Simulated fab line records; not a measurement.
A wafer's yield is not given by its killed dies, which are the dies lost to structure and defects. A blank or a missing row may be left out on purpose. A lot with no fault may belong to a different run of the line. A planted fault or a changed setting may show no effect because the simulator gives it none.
Code-filled problem report in 8D (eight disciplines) form :: flow berkeleyCmos170 :: the parts of the form that need people (team, actions taken, sign-off) are left out

1. WHAT WENT WRONG
Mean of beamEnergyKeV at UCB170_NLDD_IMPLANT_08: 30.468 across 6 wafers in 2 lots; on wafers with no fault it is 29.999 (standard deviation 0.01). That puts it +47 standard deviations away from the usual mean.
Earliest sighting: wafer L151.3 on implanter-03 at day 10 23:04. The record has a number at this step for 18 wafers belonging to 6 lots. By rule, "out" or "out of limits" means more than 4 standard deviations away from the usual mean. All remaining wafers that have a number are taken as sound.

2. WHAT IT IS AND WHAT IT IS NOT
question: which readings at this step
is: beamEnergyKeV
is not: -

question: which lots
is: L151, L156
is not: L143, L150, L159, L161

question: which wafers of those lots
is: all that have a number
is not: -

question: read on which tools
is: implanter-03
is not: implanter-01, implanter-04

question: when
is: from day 10 23:04
is not: up to then (6 sound wafers); but 6 sound wafers of L159, L161 came after

3. WHAT RULES OUT EACH SUSPECT
Counting: a tool at a process step up to the reading stays a suspect if it ran every lot that is out and no sound lot after the first of them.
- implanter-03 at UCB170_NLDD_IMPLANT_08: kept. It ran every lot that is out, first L151 (day 10 23:04), and no sound lot after that; its last sound lot up to then is L150 (day 10 08:41). Its own readings are out on those wafers: beamEnergyKeV.
Remaining after the count: implanter-03 at UCB170_NLDD_IMPLANT_08.

4. THE CAUSE (what the simulator had put in)
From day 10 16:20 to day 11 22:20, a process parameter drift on implanter-03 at UCB170_NLDD_IMPLANT_08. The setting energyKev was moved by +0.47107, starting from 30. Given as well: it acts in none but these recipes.
Only this tool survived the counting.

5. SEQUENCE OF EFFECTS, ordered by route
Each row: a reading whose mean over the struck wafers that have a number lies more than 3 standard deviations from the usual. Only readings whose record carries a usual standard deviation are examined. hours: median over the lots of the time between each lot's start at the first step of this table that gives one and its start at this step. sigmas: the change, counted in usual standard deviations.
hours: 0
step: UCB170_NLDD_IMPLANT_08
reading: beamEnergyKeV
usual: 29.999
on struck wafers: 30.468
change: +0.469
sigmas: +47
The process steps in it:
- UCB170_NLDD_IMPLANT_08

6. WHAT WOULD HAVE CAUGHT IT SOONER
7 hours passed between the start of the fault at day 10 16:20 and the first reading out of limits in this record, taken at day 10 23:04.
